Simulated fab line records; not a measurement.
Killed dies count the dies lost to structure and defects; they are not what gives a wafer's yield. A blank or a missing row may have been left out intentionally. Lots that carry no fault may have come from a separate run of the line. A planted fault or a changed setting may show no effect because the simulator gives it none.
Which tool did it? :: flow berkeley cmos170 :: 12 lots, 36 wafers sampled, at 3 steps of a route of 331

== WHAT THE GAUGES SHOWED, per wafer ==
UCB170_GATE_CD_MEAS_90: the cd target is 350 nm.
lot: L075
measured: day 6 05:38
on: cd sem-01
cd nm (nm): 351.6 348.5 350.7

lot: L077
measured: day 6 05:25
on: cd sem-01
cd nm (nm): 348.5 349.8 349.3

lot: L079
measured: day 6 15:11
on: cd sem-02
cd nm (nm): 353.4 352.4 353.2

lot: L081
measured: day 7 03:39
on: cd sem-02
cd nm (nm): 348.9 347.9 350.6

lot: L083
measured: day 7 20:40
on: cd sem-02
cd nm (nm): 350.7 350.2 349.8

lot: L086
measured: day 7 21:45
on: cd sem-02
cd nm (nm): 348.7 349.1 348.7

lot: L087
measured: day 7 22:07
on: cd sem-02
cd nm (nm): 352.0 352.2 349.9

lot: L089
measured: day 8 20:44
on: cd sem-01
cd nm (nm): 352.4 349.4 352.0

lot: L091
measured: day 9 07:23
on: cd sem-01
cd nm (nm): 351.0 349.9 350.0

lot: L093
measured: day 9 23:41
on: cd sem-02
cd nm (nm): 347.0 346.5 347.5

lot: L096
measured: day 10 10:40
on: cd sem-01
cd nm (nm): 350.9 350.2 350.7

lot: L097
measured: day 10 20:46
on: cd sem-02
cd nm (nm): 350.2 349.5 349.9

== WHAT TOOL EACH LOT RAN ON (gives the tool, then ch and the chambers of the sampled wafers, and finally the start) ==
lot: L075
UCB170_NWELL_ETCH_13: rie diel-01 ch 0,2,3, day 2 17:11
UCB170_PFIELD_STRIP_08: plasma asher-01 ch 1, day 4 15:54

lot: L077
UCB170_NWELL_ETCH_13: rie diel-01 ch 0,1, day 2 21:56
UCB170_PFIELD_STRIP_08: plasma asher-04 ch 0, day 4 20:25

lot: L079
UCB170_NWELL_ETCH_13: rie diel-04 ch 1,2, day 3 08:51
UCB170_PFIELD_STRIP_08: plasma asher-01 ch 0,1, day 5 02:53

lot: L081
UCB170_NWELL_ETCH_13: rie diel-04 ch 0,2,3, day 3 16:22
UCB170_PFIELD_STRIP_08: plasma asher-04 ch 0,1, day 5 14:05

lot: L083
UCB170_NWELL_ETCH_13: rie diel-04 ch 0,1,2, day 4 03:03
UCB170_PFIELD_STRIP_08: plasma asher-02 ch 0,1, day 6 05:22

lot: L086
UCB170_NWELL_ETCH_13: rie diel-04 ch 0,1,3, day 4 15:36
UCB170_PFIELD_STRIP_08: plasma asher-02 ch 0,1, day 6 09:58

lot: L087
UCB170_NWELL_ETCH_13: rie diel-02 ch 0,1, day 4 20:02
UCB170_PFIELD_STRIP_08: plasma asher-02 ch 0,1, day 6 11:44

lot: L089
UCB170_NWELL_ETCH_13: rie diel-04 ch 0,1,3, day 5 07:15
UCB170_PFIELD_STRIP_08: plasma asher-04 ch 0,1, day 7 08:35

lot: L091
UCB170_NWELL_ETCH_13: rie diel-01 ch 2,3, day 5 18:46
UCB170_PFIELD_STRIP_08: plasma asher-01 ch 0,1, day 7 15:41

lot: L093
UCB170_NWELL_ETCH_13: rie diel-02 ch 0,1,2, day 6 02:41
UCB170_PFIELD_STRIP_08: plasma asher-02 ch 0,1, day 8 03:01

lot: L096
UCB170_NWELL_ETCH_13: rie diel-02 ch 0,1,2, day 6 20:11
UCB170_PFIELD_STRIP_08: plasma asher-01 ch 0,1, day 8 14:30

lot: L097
UCB170_NWELL_ETCH_13: rie diel-04 ch 1,3, day 6 23:05
UCB170_PFIELD_STRIP_08: plasma asher-02 ch 0,1, day 8 23:52
- UCB170_NWELL_ETCH_13: etches Si3N4 in CH3F/Ar/O2, stops on SiO2, target depth 246.4 nm, time 154 s.
- UCB170_PFIELD_STRIP_08: strips in O2.

== THE ANSWER, worked out from the rows above alone ==
Rule: the usual values come from the lots themselves. Put in order of their means at a reading, lots are off if they are a third of the lots or fewer, leave a main group of 4 or more, and stand apart from it by a gap of 3 or more times the standard deviation of the main group's means; of several such gaps the widest counts. If all means in a main group match to the digits the tables above print for the reading, that group is not used. A lot without any number at a reading at which 4 lots or more have one is off too. The other lots that the step has rows for count as sound.
No lot is off on any of the readings shown, so nothing can be concluded from this.

== WHAT THE SIMULATOR PUT IN ==
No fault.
